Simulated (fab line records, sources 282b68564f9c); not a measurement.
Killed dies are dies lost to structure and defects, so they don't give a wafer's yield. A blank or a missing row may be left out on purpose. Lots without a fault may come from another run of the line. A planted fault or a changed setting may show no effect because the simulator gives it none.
fab line records | flow rit_cmos
record lots=6 wafers=18 last_day=7
route steps=202 shown PRETRO@72 GATE@75 FOX2@80 REOX@98 NLDD@103 SDANNEAL@155 M1@202
lots that met no fault: from a run of the same line without faults
start_h: hours from the record's first day to the start of the lot's first wafer shown | wait_h: hours since the lot's step before | " the same as in the row above | L1.1+2: a row that stands for several wafers | - no value, or no start given | * or withheld: withheld | < > ~ a bound
route shown NAME@n: a module of which the file shows steps, and the number in the route of the first | usual: mean/standard deviation of fault-free wafers | same: alike in all rows | chamber/n: place in a boat | sites: the reading at each site | _std_site: their standard deviation | _edge_site: outer sites' mean less inner sites' | radius_mm: how far each site lies from the wafer's centre | mask NAME#n: copy n | behind: the tool/chamber that last shaped the wafer | hold: why the lot was held/for how many hours/how that ended | device: the transistor (n, p or np) that didn't switch | end of line: the same wafers' tests at the end of the route | a step without rows: its recipe alone | killed: dies lost to structure and defects at the first sort, not the wafer's yield | map: a wafer's dies, x killed, . not, _ none there
set.NAME: the setting as run; set.NAME@STEP: as run at that earlier step | model.NAME: the simulator's own value behind a step, which no gauge read
lots at some steps of the route; a table a step, a row a wafer
services: from which hour (start_h, from the record's first day; less than 0 if before it) a tool's chamber was out of use, for how many hours, and why
## steps
# step RIT_PRETRO_IMPLANT_08
# recipe species=B energy_kev=45 dose_cm2=1.2e+13 tilt_deg=7
# step RIT_PRETRO_STRIP_09
# recipe chemistry=O2 time_s=180 resist=NOVOLAK platen_temp_c=withheld power_w=500 pressure_mtorr=4000 o2_flow_sccm=4000
# usual drypump_motor_current_A=5.33/0.18
# same time_s=180
# columns lot.wafer tool chamber start_h wait_h drypump_motor_current_A rf_hours_counter_h
L314.1 plasma_asher-04 0 35.82 0.1 5.46 24
L314.2 " 1 " " 5.31 24
L314.4 " 0 " " 5.40 -
L317.1 plasma_asher-02 0 51.62 0.1 5.00 43
L317.3 " 0 " " 4.98 -
L317.4 " 1 " " 5.63 -
L328.3 plasma_asher-04 1 108.32 0.1 5.29 -
L328.4 " 0 " " 5.42 -
L328.6 " 0 " " 5.38 -
L331.2 plasma_asher-02 1 121.29 0.1 5.63 50
L331.5 " 0 " " 4.99 -
L331.6 " 1 " " 5.63 -
L333.1 plasma_asher-02 1 134.15 0.1 5.65 52
L333.2 " 0 " " 4.98 52
L333.5 " 1 " " 5.66 -
L336.1 plasma_asher-04 1 148.47 0.1 5.32 36
L336.5 " 0 " " 5.40 -
L336.6 " 1 " " 5.30 -
# step RIT_PRETRO_TW_MEAS_10
# usual PRETRO_TW=472.7/2.6
# columns lot.wafer tool chamber start_h wait_h PRETRO_TW
L314.1 film_metro-04 - 36.00 0.1 476.2
L314.2 " - " " 476.2
L314.4 " - " " 476.6
L317.1 film_metro-01 - 51.80 0.1 467.3
L317.3 " - " " 468.1
L317.4 " - " " 466.9
L328.3 film_metro-01 - 108.45 0.1 470.1
L328.4 " - " " 471.0
L328.6 " - " " 470.4
L331.2 film_metro-03 - 121.48 0.1 471.3
L331.5 " - " " 471.8
L331.6 " - " " 474.0
L333.1 film_metro-04 - 134.33 0.1 472.3
L333.2 " - " " 471.3
L333.5 " - " " 473.2
L336.1 film_metro-04 - 148.64 0.1 474.3
L336.5 " - " " 472.0
L336.6 " - " " 475.8
# step RIT_GATE_WET_ETCH_00
# recipe chemistry=BOE target=SiO2 target_depth_nm=56 time_s=60 dry=n2_spin dilution=10:1 temp_c=21.5
# step RIT_GATE_CLEAN_01
# recipe chemistry=SC1 mix=3:3:50 time_s=600 temp_c=75
# step RIT_GATE_CLEAN_02
# recipe chemistry=dHF dilution=50:1 time_s=30
# step RIT_GATE_CLEAN_03
# recipe chemistry=SC2 mix=3:3:50 time_s=600 temp_c=75 dry=n2_spin
# step RIT_GATE_CLEAN_04
# recipe chemistry=dHF dilution=50:1 time_s=60 dry=n2_spin
# step RIT_FOX2_THK_MEAS_91
# recipe reads=SiO2_of_FOX2_OXIDATION_00
# usual FIELD_OXIDE_LEFT_2_THK=257/6.4
# columns lot.wafer tool chamber start_h wait_h FIELD_OXIDE_LEFT_2_THK[nm]
L314.1 film_metro-01 - 36.48 0.0 256
L314.2 " - " " 255
L314.4 " - " " 251
L317.1 film_metro-04 - 52.27 0.0 255
L317.3 " - " " 264
L317.4 " - " " 258
L328.3 film_metro-04 - 108.93 0.0 260
L328.4 " - " " 255
L328.6 " - " " 254
L331.2 film_metro-01 - 121.95 0.0 257
L331.5 " - " " 255
L331.6 " - " " 252
L333.1 film_metro-04 - 134.81 0.0 258
L333.2 " - " " 259
L333.5 " - " " 266
L336.1 film_metro-01 - 149.32 0.0 254
L336.5 " - " " 251
L336.6 " - " " 254
# step RIT_GATE_OXIDATION_05
# recipe temp_c=900 ambient=O2 target_thk_a=30 ox_time_s=270
# step RIT_GATE_ANNEAL_06
# recipe temp_c=900 time_s=600 ambient=N2O
# step RIT_GATE_THK_MEAS_07
# recipe reads=SiO2_of_GATE_OXIDATION_05
# usual GATE_OXIDE_THK=3.05/0.057
# columns lot.wafer tool chamber start_h wait_h GATE_OXIDE_THK[nm]
L314.1 film_metro-04 - 37.86 0.0 2.99
L314.2 " - " " 2.94
L314.4 " - " " 3.00
L317.1 film_metro-01 - 53.66 0.0 3.06
L317.3 " - " " 3.09
L317.4 " - " " 3.08
L328.3 film_metro-02 - 112.20 0.0 3.09
L328.4 " - " " 3.03
L328.6 " - " " 3.09
L331.2 film_metro-04 - 125.66 0.0 3.00
L331.5 " - " " 3.06
L331.6 " - " " 3.02
L333.1 film_metro-01 - 139.79 0.0 3.11
L333.2 " - " " 3.11
L333.5 " - " " 3.06
L336.1 film_metro-01 - 151.72 0.0 3.05
L336.5 " - " " 3.17
L336.6 " - " " 3.06
# step RIT_GATE_CVD_08
# recipe material=poly-Si target_thk_nm=250 temp_c=610 precursor=SiH4 time_s=2220 pressure_mtorr=300 sih4_flow_sccm=100
# columns lot.wafer tool chamber start_h wait_h model.poly-Si_of_GATE_CVD_08.thk_nm
L314.1 lpcvd-01 1 38.53 0.7 253.8
L314.2 " 1 " " 254.9
L314.4 " 1 " " 253.3
L317.1 lpcvd-02 1 53.72 0.1 249.2
L317.3 " 1 " " 251
L317.4 " 1 " " 251.3
L328.3 lpcvd-02 1 112.24 0.0 265.9
L328.4 " 1 " " 264.3
L328.6 " 1 " " 262.8
L331.2 lpcvd-02 1 125.71 0.0 257
L331.5 " 1 " " 257.4
L331.6 " 1 " " 259
L333.1 lpcvd-01 0 139.85 0.1 244.8
L333.2 " 0 " " 246.4
L333.5 " 0 " " 246.7
L336.1 lpcvd-01 1 151.78 0.1 252.8
L336.5 " 1 " " 251.6
L336.6 " 1 " " 251.5
# step RIT_GATE_THK_MEAS_09
# recipe reads=poly-Si_of_GATE_CVD_08
# usual GATE_POLY_THK=249.7/2.8
# columns lot.wafer tool chamber start_h wait_h GATE_POLY_THK[nm]
L314.1 film_metro-04 - 40.15 0.0 253.7
L314.2 " - " " 254.9
L314.4 " - " " 253.2
L317.1 film_metro-04 - 57.36 0.0 249.2
L317.3 " - " " 250.8
L317.4 " - " " 251.4
L328.3 film_metro-04 - 113.88 0.0 265.5
L328.4 " - " " 264.4
L328.6 " - " " 263.1
L331.2 film_metro-01 - 127.33 0.0 257.0
L331.5 " - " " 257.4
L331.6 " - " " 259.0
L333.1 film_metro-04 - 141.47 0.0 244.8
L333.2 " - " " 246.4
L333.5 " - " " 246.9
L336.1 film_metro-04 - 153.40 0.0 252.8
L336.5 " - " " 251.4
L336.6 " - " " 251.5
# step RIT_GATE_HMDS_10
# recipe prime_time_s=60 prime_temp_c=140
# step RIT_GATE_COAT_11
# recipe resist=NOVOLAK spin_rpm=4250 resist_thk_nm=850
# step RIT_GATE_SOFTBAKE_12
# recipe resist=NOVOLAK temp_c=90 time_s=60
# step RIT_GATE_EXPOSE_13
# recipe mask_id=M6 na=0.6 source_shape=conventional sigma_outer=0.6 target_cd_nm=150 dose_mj=380
# step RIT_GATE_PEB_14
# recipe resist=NOVOLAK temp_c=withheld time_s=withheld
# step RIT_GATE_DEVELOP_15
# recipe resist=NOVOLAK develop_time_s=48.17 dev_temp_c=23
# step RIT_GATE_CD_MEAS_16
# recipe target_cd_nm=150
# usual cd_nm=150.4/2.1
# columns lot.wafer tool chamber start_h wait_h cd_nm
L314.1 cd_sem-01 - 41.18 - 153.7
L314.2 " - " " 153.8
L314.4 " - " " 153.7
L317.1 cd_sem-01 - 58.27 - 147.8
L317.3 " - " " 152.8
L317.4 " - " " 150.2
L328.3 cd_sem-01 - 114.93 - 151.0
L328.4 " - " " 152.2
L328.6 " - " " 151.8
L331.2 cd_sem-01 - 128.57 - 148.6
L331.5 " - " " 148.6
L331.6 " - " " 149.0
L333.1 cd_sem-01 - 142.50 - 147.7
L333.2 " - " " 147.1
L333.5 " - " " 148.0
L336.1 cd_sem-01 - 154.43 - 147.2
L336.5 " - " " 147.8
L336.6 " - " " 147.1
# step RIT_GATE_OVL_MEAS_17
# usual GATE_OVL=1.0/1.3
# columns lot.wafer tool chamber start_h wait_h GATE_OVL[nm]
L314.1 overlay-01 - 41.30 0.1 -0.9
L314.2 " - " " -0.6
L314.4 " - " " 1.6
L317.1 overlay-01 - 58.39 0.1 2.2
L317.3 " - " " 1.1
L317.4 " - " " 0.9
L328.3 overlay-01 - 115.03 0.1 0.9
L328.4 " - " " 1.9
L328.6 " - " " 0.3
L331.2 overlay-01 - 128.68 0.1 0.1
L331.5 " - " " 1.2
L331.6 " - " " 0.6
L333.1 overlay-02 - 142.62 0.1 -2.4
L333.2 " - " " -2.5
L333.5 " - " " -0.4
L336.1 overlay-01 - 154.55 0.1 2.1
L336.5 " - " " 1.9
L336.6 " - " " 1.2
# step RIT_GATE_HARDBAKE_18
# recipe resist=NOVOLAK temp_c=140 time_s=60
# step RIT_GATE_ETCH_19
# recipe chemistry=SF6/CHF3/O2 time_s=165 SF6_flow_sccm=30 CHF3_flow_sccm=30 O2_flow_sccm=5 target=poly-Si pressure_mtorr=40 rf_w=160 target_depth_a=3125 over_etch_frac=0.25 stop_on=SiO2
# usual drypump_motor_current_A=5.6/0.61 he_backside_leak_sccm=2.77/0.22 oes_product_au=0.853/0.013 throttle_valve_pct=10.26/0.09
# same time_s=165
# columns lot.wafer tool chamber start_h wait_h drypump_motor_current_A he_backside_leak_sccm oes_product_au rf_hours_counter_h throttle_valve_pct model.etch.depth_nm model.GATE.feature_depth_nm
L314.1 rie_si-02 1 41.49 0.1 6.5 2.67 0.854 2 10.33 253.8 253.8
L314.2 " 2 " " 6.0 2.95 0.843 3 10.25 254.9 254.9
L314.4 " 0 " " 4.8 2.53 0.862 34 10.18 253.3 253.3
L317.1 rie_si-02 2 58.58 0.1 6.0 2.86 0.836 3 10.27 249.2 249.2
L317.3 " 0 " " 4.9 2.55 0.851 34 10.20 251 251
L317.4 " 3 " " 5.5 2.91 0.855 58 10.22 251.3 251.3
L328.3 rie_si-01 2 115.20 0.1 5.2 2.58 0.908 40 10.37 265.9 265.9
L328.4 " 0 " " 6.1 2.65 0.892 0 10.18 264.3 264.3
L328.6 " 1 " " 6.1 3.13 0.874 - 10.17 262.8 262.8
L331.2 rie_si-02 2 128.86 0.1 5.9 2.85 0.850 4 10.27 257 257
L331.5 " 2 " " 5.9 2.81 0.850 - 10.26 257.4 257.4
L331.6 " 3 " " 5.5 2.70 0.879 - 10.22 259 259
L333.1 rie_si-02 0 142.81 0.1 4.9 2.66 0.844 34 10.19 244.8 244.8
L333.2 " 3 " " 5.5 2.64 0.848 58 10.22 246.4 246.4
L333.5 " 3 " " 5.5 2.59 0.855 - 10.21 246.7 246.7
L336.1 rie_si-01 2 154.74 0.1 5.3 2.57 0.877 41 10.38 252.8 252.8
L336.5 " 3 " " 4.6 2.78 0.866 - 10.39 251.6 251.6
L336.6 " 0 " " 6.1 2.78 0.861 - 10.17 251.5 251.5
# step RIT_GATE_STRIP_20
# recipe chemistry=O2 time_s=180 resist=NOVOLAK platen_temp_c=withheld power_w=500 pressure_mtorr=4000 o2_flow_sccm=4000
# usual drypump_motor_current_A=5.4/0.32
# same time_s=180
# columns lot.wafer tool chamber start_h wait_h drypump_motor_current_A rf_hours_counter_h
L314.1 plasma_asher-02 0 41.60 0.1 5.0 42
L314.2 " 1 " " 5.6 42
L314.4 " 1 " " 5.6 -
L317.1 plasma_asher-01 0 58.69 0.1 5.4 43
L317.3 " 0 " " 5.4 -
L317.4 " 1 " " 5.3 -
L328.3 plasma_asher-03 1 115.37 0.1 5.4 -
L328.4 " 0 " " 6.0 -
L328.6 " 0 " " 6.0 -
L331.2 plasma_asher-01 0 128.96 0.1 5.4 1
L331.5 " 0 " " 5.4 -
L331.6 " 1 " " 5.3 -
L333.1 plasma_asher-01 1 142.91 0.1 5.3 3
L333.2 " 0 " " 5.4 3
L333.5 " 1 " " 5.3 -
L336.1 plasma_asher-02 0 154.85 0.1 5.0 54
L336.5 " 0 " " 5.0 -
L336.6 " 1 " " 5.6 -
# step RIT_GATE_CD_MEAS_90
# recipe target_cd_nm=150
# usual cd_nm=150.4/2.1
# columns lot.wafer tool chamber start_h wait_h cd_nm
L314.1 cd_sem-02 - 41.77 0.1 153.2
L314.2 " - " " 153.8
L314.4 " - " " 153.9
L317.1 cd_sem-01 - 58.86 0.1 147.4
L317.3 " - " " 153.1
L317.4 " - " " 150.2
L328.3 cd_sem-01 - 115.52 0.1 150.5
L328.4 " - " " 152.3
L328.6 " - " " 152.2
L331.2 cd_sem-02 - 129.16 0.1 148.3
L331.5 " - " " 149.0
L331.6 " - " " 149.0
L333.1 cd_sem-02 - 143.09 0.1 147.8
L333.2 " - " " 147.5
L333.5 " - " " 147.8
L336.1 cd_sem-01 - 155.02 0.1 147.1
L336.5 " - " " 147.9
L336.6 " - " " 146.9
# step RIT_REOX_CLEAN_00
# recipe chemistry=SC1 mix=3:3:50 time_s=577 temp_c=75
# step RIT_REOX_CLEAN_01
# recipe chemistry=dHF dilution=50:1 time_s=30
# step RIT_REOX_CLEAN_02
# recipe chemistry=SC2 mix=3:3:50 time_s=600 temp_c=75 dry=n2_spin
# step RIT_REOX_OXIDATION_03
# recipe temp_c=900 ambient=O2 target_thk_a=252 ox_time_s=5580
# step RIT_REOX_THK_MEAS_04
# recipe reads=SiO2_of_REOX_OXIDATION_03
# usual REOX_OXIDE_THK=25.5/0.41
# columns lot.wafer tool chamber start_h wait_h REOX_OXIDE_THK[nm]
L314.1 film_metro-02 - 44.81 0.0 25.1
L314.2 " - " " 25.4
L314.4 " - " " 24.8
L317.1 film_metro-04 - 61.90 0.0 26.0
L317.3 " - " " 25.9
L317.4 " - " " 25.5
L328.3 film_metro-02 - 118.54 0.0 25.4
L328.4 " - " " 25.2
L328.6 " - " " 25.3
L331.2 film_metro-04 - 132.60 0.0 25.5
L331.5 " - " " 25.6
L331.6 " - " " 25.2
L333.1 film_metro-04 - 146.32 0.0 26.1
L333.2 " - " " 25.8
L333.5 " - " " 25.7
L336.1 film_metro-04 - 158.06 0.0 25.2
L336.5 " - " " 25.3
L336.6 " - " " 25.2
# step RIT_NLDD_HMDS_00
# recipe prime_time_s=60 prime_temp_c=140
# step RIT_NLDD_COAT_01
# recipe resist=NOVOLAK spin_rpm=3250 resist_thk_nm=1000
# step RIT_NLDD_SOFTBAKE_02
# recipe resist=NOVOLAK temp_c=90 time_s=60
# step RIT_NLDD_EXPOSE_03
# recipe mask_id=M7 na=0.57 target_cd_nm=40700 dose_mj=250
# step RIT_NLDD_PEB_04
# recipe resist=NOVOLAK temp_c=withheld time_s=withheld
# step RIT_NLDD_DEVELOP_05
# recipe resist=NOVOLAK develop_time_s=50 dev_temp_c=23
# step RIT_NLDD_OVL_MEAS_06
# usual NLDD_OVL=0.6/1.3
# columns lot.wafer tool chamber start_h wait_h NLDD_OVL[nm]
L314.1 overlay-01 - 45.84 - -1.1
L314.2 " - " " 0.1
L314.4 " - " " -0.4
L317.1 overlay-02 - 62.93 - 1.4
L317.3 " - " " 1.2
L317.4 " - " " 1.0
L328.3 overlay-01 - 119.44 - -1.5
L328.4 " - " " -1.9
L328.6 " - " " -1.5
L331.2 overlay-02 - 133.51 - 1.8
L331.5 " - " " 2.0
L331.6 " - " " 3.1
L333.1 overlay-01 - 147.35 - 2.3
L333.2 " - " " 2.2
L333.5 " - " " 1.8
L336.1 overlay-02 - 159.18 - 1.4
L336.5 " - " " 1.6
L336.6 " - " " 1.1
# step RIT_NLDD_HARDBAKE_07
# recipe resist=NOVOLAK temp_c=140 time_s=60
# step RIT_NLDD_IMPLANT_08
# recipe species=P energy_kev=20 dose_cm2=5e+14 tilt_deg=7
# step RIT_NLDD_STRIP_09
# recipe chemistry=O2 time_s=180 resist=NOVOLAK platen_temp_c=withheld power_w=500 pressure_mtorr=4000 o2_flow_sccm=4000
# usual drypump_motor_current_A=5.43/0.23
# same time_s=180
# columns lot.wafer tool chamber start_h wait_h drypump_motor_current_A rf_hours_counter_h
L314.1 plasma_asher-04 0 46.18 0.1 5.41 25
L314.2 " 1 " " 5.30 25
L314.4 " 0 " " 5.40 -
L317.1 plasma_asher-01 0 63.27 0.1 5.36 43
L317.3 " 1 " " 5.26 -
L317.4 " 0 " " 5.36 -
L328.3 plasma_asher-01 0 119.86 0.1 5.36 -
L328.4 " 1 " " 5.26 -
L328.6 " 0 " " 5.36 -
L331.2 plasma_asher-01 0 133.90 0.1 5.37 2
L331.5 " 0 " " 5.35 -
L331.6 " 1 " " 5.25 -
L333.1 plasma_asher-04 1 147.69 0.1 5.29 36
L333.2 " 0 " " 5.36 36
L333.5 " 1 " " 5.26 -
L336.1 plasma_asher-04 1 159.51 0.1 5.28 37
L336.5 " 1 " " 5.28 -
L336.6 " 0 " " 5.40 -
# step RIT_NLDD_TW_MEAS_10
# usual NLDD_TW=2461/14
# columns lot.wafer tool chamber start_h wait_h NLDD_TW
L314.1 film_metro-01 - 46.35 0.1 2468
L314.2 " - " " 2469
L314.4 " - " " 2482
L317.1 film_metro-01 - 63.45 0.1 2456
L317.3 " - " " 2451
L317.4 " - " " 2452
L328.3 film_metro-01 - 120.00 0.1 2437
L328.4 " - " " 2442
L328.6 " - " " 2428
L331.2 film_metro-02 - 134.09 0.1 2441
L331.5 " - " " 2463
L331.6 " - " " 2462
L333.1 film_metro-02 - 147.86 0.1 2459
L333.2 " - " " 2452
L333.5 " - " " 2456
L336.1 film_metro-01 - 159.69 0.1 2461
L336.5 " - " " 2454
L336.6 " - " " 2460
# step RIT_SDANNEAL_CLEAN_02
# recipe chemistry=SC2 mix=3:3:50 time_s=600 temp_c=75 dry=n2_spin
# same time_s=600
# columns lot.wafer tool chamber start_h wait_h model.poly-Si_of_GATE_CVD_08.thk_nm
L314.1 wet_bench-01 2 53.61 0.0 168
L314.2 " 2 " " 168.8
L314.4 " 2 " " 166.9
L317.1 wet_bench-01 2 70.74 0.0 162.1
L317.3 " 2 " " 163.5
L317.4 " 2 " " 164.2
L328.3 wet_bench-01 1 127.43 0.0 178.7
L328.4 " 1 " " 176.5
L328.6 " 1 " " 174.5
L331.2 wet_bench-03 2 141.23 0.0 171.2
L331.5 " 2 " " 170.3
L331.6 " 2 " " 172.4
L333.1 wet_bench-02 1 155.37 0.0 158.8
L333.2 " 1 " " 160.2
L333.5 " 1 " " 160.7
L336.1 wet_bench-01 0 166.83 0.0 166.9
L336.5 " 0 " " 164.9
L336.6 " 0 " " 164.1
# step RIT_M1_PROBE_99
# usual killed_at_contacts=0.1/0.25 killed_at_front_end=7/3.1 killed_dies=7/3.1 killed_open=3.6/2 killed_short=3.5/2
# same gross_dies=264 killed_at_M0_to_M3=0 killed_at_M4_up=0 killed_at_back_side=0 killed_at_other=0
# columns lot.wafer tool chamber start_h wait_h killed_at_contacts killed_at_front_end killed_dies killed_open killed_short model.etest.nmos_turned.drive_ua_um model.etest.poly_comb_over_steps.leak_log10_a_um
L314.1 prober-01 - 61.39 0.1 1 3 4 3 1 306 -12.7
L314.2 prober-01 - 61.44 0.1 0 9 9 3 6 300.6 -12.29
L314.4 prober-01 - 61.54 0.2 0 2 2 1 1 310.1 -12.94
L317.1 prober-02 - 78.30 0.1 0 8 8 5 3 308.9 -12.79
L317.3 prober-02 - 78.40 0.2 0 12 12 4 8 304.1 -12.69
L317.4 prober-02 - 78.45 0.2 0 14 14 7 7 311 -12.72
L328.3 prober-01 - 135.12 0.2 0 5 5 2 3 294.1 -11.71
L328.4 prober-01 - 135.17 0.2 0 1 1 0 1 301.6 -10.29
L328.6 prober-01 - 135.27 0.2 0 4 4 3 1 300.3 -11.9
L331.2 prober-02 - 149.90 0.1 0 2 2 2 0 316.3 -11.81
L331.5 prober-02 - 150.05 0.2 0 11 11 6 5 303.6 -11.61
L331.6 prober-02 - 150.10 0.2 1 8 9 6 3 315.9 -12.95
L333.1 prober-02 - 163.56 0.1 0 3 3 1 2 331.6 -12.76
L333.2 prober-02 - 163.61 0.1 0 8 8 5 3 336.5 -12.89
L333.5 prober-02 - 163.76 0.2 0 4 4 1 3 338 -12.78
L336.1 prober-01 - 174.33 0.1 0 5 5 3 2 309.7 -12.97
L336.5 prober-01 - 174.53 0.2 0 4 4 1 3 308 -12.82
L336.6 prober-01 - 174.58 0.2 1 12 13 9 4 313.8 -12.77
# killed by level:class
L314.1 FOX1:geometric_particle:open=1 GATE:geometric_particle:short=1 SILICIDE:geometric_particle:open=1 CONTACT:geometric_particle:open=1
L314.2 GATE:geometric_particle:short=3 SPACER:geometric_particle:short=2 FOX2:geometric_particle:short=1 GATE:geometric_particle:open=1 REOX:geometric_particle:open=1 SPACER:geometric_particle:open=1
L314.4 GATE:geometric_particle:open=1 SPACER:geometric_particle:short=1
L317.1 SILICIDE:geometric_particle:open=3 GATE:geometric_particle:short=2 SPACER:geometric_particle:open=2 SPACER:geometric_particle:short=1
L317.3 SILICIDE:geometric_particle:short=4 SILICIDE:geometric_particle:open=3 SPACER:geometric_particle:short=2 GATE:geometric_particle:open=1 GATE:geometric_particle:short=1 REOX:geometric_particle:short=1
L317.4 GATE:geometric_particle:open=4 SILICIDE:geometric_particle:short=4 GATE:geometric_particle:short=3 FOX1:geometric_particle:open=1 REOX:geometric_particle:open=1 SILICIDE:geometric_particle:open=1
L328.3 GATE:geometric_particle:open=2 REOX:geometric_particle:short=2 SPACER:geometric_particle:short=1
L328.4 GATE:geometric_particle:short=1
L328.6 GATE:geometric_particle:open=3 SILICIDE:geometric_particle:short=1
L331.2 GATE:geometric_particle:open=2
L331.5 GATE:geometric_particle:short=4 GATE:geometric_particle:open=3 REOX:geometric_particle:open=2 FOX1:geometric_particle:open=1 REOX:geometric_particle:short=1
L331.6 REOX:geometric_particle:open=4 GATE:geometric_particle:open=1 REOX:geometric_particle:short=1 SILICIDE:geometric_particle:open=1 SILICIDE:geometric_particle:short=1 CONTACT:geometric_particle:short=1
L333.1 GATE:geometric_particle:short=1 SPACER:geometric_particle:short=1 SPACER:geometric_particle:open=1
L333.2 FOX1:geometric_particle:open=3 FOX1:geometric_particle:short=2 GATE:geometric_particle:short=1 GATE:geometric_particle:open=1 REOX:geometric_particle:open=1
L333.5 SPACER:geometric_particle:short=2 FOX1:geometric_particle:short=1 SPACER:geometric_particle:open=1
L336.1 FOX1:geometric_particle:short=2 GATE:geometric_particle:open=1 SPACER:geometric_particle:open=1 SILICIDE:geometric_particle:open=1
L336.5 GATE:geometric_particle:short=3 SPACER:geometric_particle:open=1
L336.6 GATE:geometric_particle:open=6 FOX1:geometric_particle:open=1 FOX2:geometric_particle:open=1 FOX2:geometric_particle:short=1 GATE:geometric_particle:short=1 SPACER:geometric_particle:short=1 SILICIDE:geometric_particle:short=1 CONTACT:geometric_particle:open=1
## services
# columns tool chamber start_h hours kind
rie_si-01 1 14.43 3.2 repair
plasma_asher-04 - 30.46 1.8 repair
lpcvd-02 - 37.68 1.6 repair
rie_si-02 - 41.77 14.6 pm
wet_bench-03 - 52.86 0.9 repair
plasma_asher-04 - 59.66 0.8 repair
rie_si-01 0 67.85 - clean
rie_si-01 0 67.85 23.2 scheduled_down
rie_si-01 0 67.85 23.2 vent_cycle
plasma_asher-01 - 77.77 2.8 pm
plasma_asher-02 - 105.46 2.7 repair
plasma_asher-01 - 108.75 9.0 pm
plasma_asher-01 0 108.75 9.0 vent_cycle
plasma_asher-01 1 108.75 9.0 vent_cycle
plasma_asher-01 0 117.75 - clean
plasma_asher-01 1 117.75 - clean
plasma_asher-03 - 142.47 3.9 repair
plasma_asher-02 - 143.78 2.8 repair
wet_bench-01 - 156.71 5.6 repair
rie_si-01 3 163.12 - clean
## key
first_sign step=RIT_GATE_THK_MEAS_09 reading=GATE_POLY_THK direction=up sigmas=4 usual=249.7 struck=261.0
effect none on later readings
model_effect step=RIT_GATE_CVD_08 value=poly-Si_of_GATE_CVD_08.thk_nm without=248 struck=261
model_effect step=RIT_GATE_ETCH_19 value=etch.depth_nm without=248 struck=261
model_effect step=RIT_SDANNEAL_CLEAN_02 value=poly-Si_of_GATE_CVD_08.thk_nm without=160.9 struck=173.9
model_effect step=RIT_M1_PROBE_99 value=etest.nmos_turned.drive_ua_um without=326.7 struck=305.3
met_at RIT_GATE_CVD_08
struck_wafers L328.3,L328.4,L328.6,L331.2,L331.5,L331.6
tester_left_out L328,L331
onset_between 53.72 112.24
fault kind=process_parameter_drift tool=lpcvd-02 chamber=- onset_h=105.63 steps=RIT_GATE_CVD_08 channel=target_thk_nm offset=13.043 shape=step end_h=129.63 acts_in=these_recipes_only stated=250
# tester_left_out: of these lots the tester's yield and bins aren't shown, on N5 and GAA mostly nor the transistor test; their killed dies are dies lost to structure and defects alone, not to doping, threshold or leakage, so they don't give the yield
